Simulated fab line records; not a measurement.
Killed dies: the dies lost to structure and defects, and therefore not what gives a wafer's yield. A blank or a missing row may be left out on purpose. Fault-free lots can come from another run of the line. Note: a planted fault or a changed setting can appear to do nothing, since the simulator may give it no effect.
Comparing a struck lot with a sound one :: flow ritCmos :: 15 steps out of a route of 202
Sound: the wafers L720.1, L720.2, L720.5. The struck wafers were L723.1, L723.2, L723.4. The cause comes at the end.
Order at every step that has rows: each side's tool, ch and its chambers, its first start. Under that, the readings that differ: sound wafers :: struck wafers :: difference of the means :: sigmas: that difference in standard deviations of wafers without a fault.
alike: a reading whose means differ by less than 2 such deviations, as well as words and numbers matching on both sides. not compared: withheld readings; readings where some wafer has no value; bounds like >300 that might hide an equal value; numbers whose values overlap and for which the record gives no deviation.
A row with sigmas, a row that says differs or no value, or rows on one side alone: a step with any of these is where the two part. Numbers that don't overlap but have no deviation are shown without sigmas and don't part them. A reading missing from all wafers of one side parts the sides only when that side holds two or more wafers.

first, 1 step without rows for these wafers: RIT_GATE_CVD_08 (deposits poly-Si from SiH4, target thk 250 nm, time 2220 s).
RIT_GATE_THK_MEAS_09:
  struck on filmMetro-01, day 5 05:40; sound on filmMetro-01, day 4 15:15
  alike: GATE_POLY_THK
then, 6 steps without rows for these wafers: RIT_GATE_HMDS_10 (prime time 60 s); RIT_GATE_COAT_11 (resist thk 850 nm); RIT_GATE_SOFTBAKE_12 (time 60 s); RIT_GATE_EXPOSE_13 (exposes mask M6, target cd 150 nm); RIT_GATE_PEB_14; RIT_GATE_DEVELOP_15 (develop time 50 s).
RIT_GATE_CD_MEAS_16 targets a cd of 150 nm.
  struck on cdSem-02, day 5 06:45; sound on cdSem-02, day 4 16:10
  alike: cdNm
RIT_GATE_OVL_MEAS_17:
  struck on overlay-01, day 5 06:52; sound on overlay-02, day 4 16:17
reading: GATE_OVL (nm)
sound: 1.0 2.6 1.1
struck: -1.9 -1.6 -0.6
difference: -2.9
sigmas: -2
then, 1 step without rows for these wafers: RIT_GATE_HARDBAKE_18 (time 60 s).
RIT_GATE_ETCH_19: etches poly-Si in SF6/CHF3/O2, stops on SiO2, time 165 s, target depth 312.5 nm.
  sound on rieSi-01 ch 0,1,3, day 4 16:28; struck on rieSi-02 ch 0,1,3, day 5 07:03
  alike: SF6_flow_sccm, drypumpMotorCurrentA, oesProductAu, rfFwdPowerW, throttleValvePct
  not compared: rfHoursCounterH
RIT_GATE_STRIP_20: strips in O2, time 180 s.
  sound on plasmaAsher-02 ch 0,1, day 4 16:35; struck on plasmaAsher-03 ch 0,1, day 5 07:10
  no value came back on the struck wafers for chamberPressureMTorr (mTorr), drypumpMotorCurrentA (A), o2FlowSccm (sccm); on the sound wafers chamberPressureMTorr (mTorr) reads 4000 4001 3996
reading: model.NOVOLAK_of_GATE_COAT_11.thkNm (nm)
sound: 0 0 0
struck: 671.8 671.9 667.8
difference: +670.5
sigmas: 
  not compared: rfHoursCounterH
RIT_GATE_CD_MEAS_90 targets a cd of 150 nm.
  struck on cdSem-02, day 5 07:20; sound on cdSem-02, day 4 16:45
  alike: cdNm
RIT_M1_PROBE_99:
  struck on prober-02, day 6 02:55; sound on prober-01, day 5 13:11
reading: killedAtFrontEnd
sound: 5 6 8
struck: 264 264 264
difference: +258
sigmas: +86

reading: killedDies
sound: 5 6 8
struck: 264 264 264
difference: +258
sigmas: +86

reading: killedOnRim
sound: 2 2 3
struck: 70 70 70
difference: +68
sigmas: +45
  alike: killedAtContacts, killedOpen, killedShort

## WHERE THEY PART
First at RIT_GATE_OVL_MEAS_17; last, within this record, at RIT_M1_PROBE_99.

WHY: what had been put in by the simulator
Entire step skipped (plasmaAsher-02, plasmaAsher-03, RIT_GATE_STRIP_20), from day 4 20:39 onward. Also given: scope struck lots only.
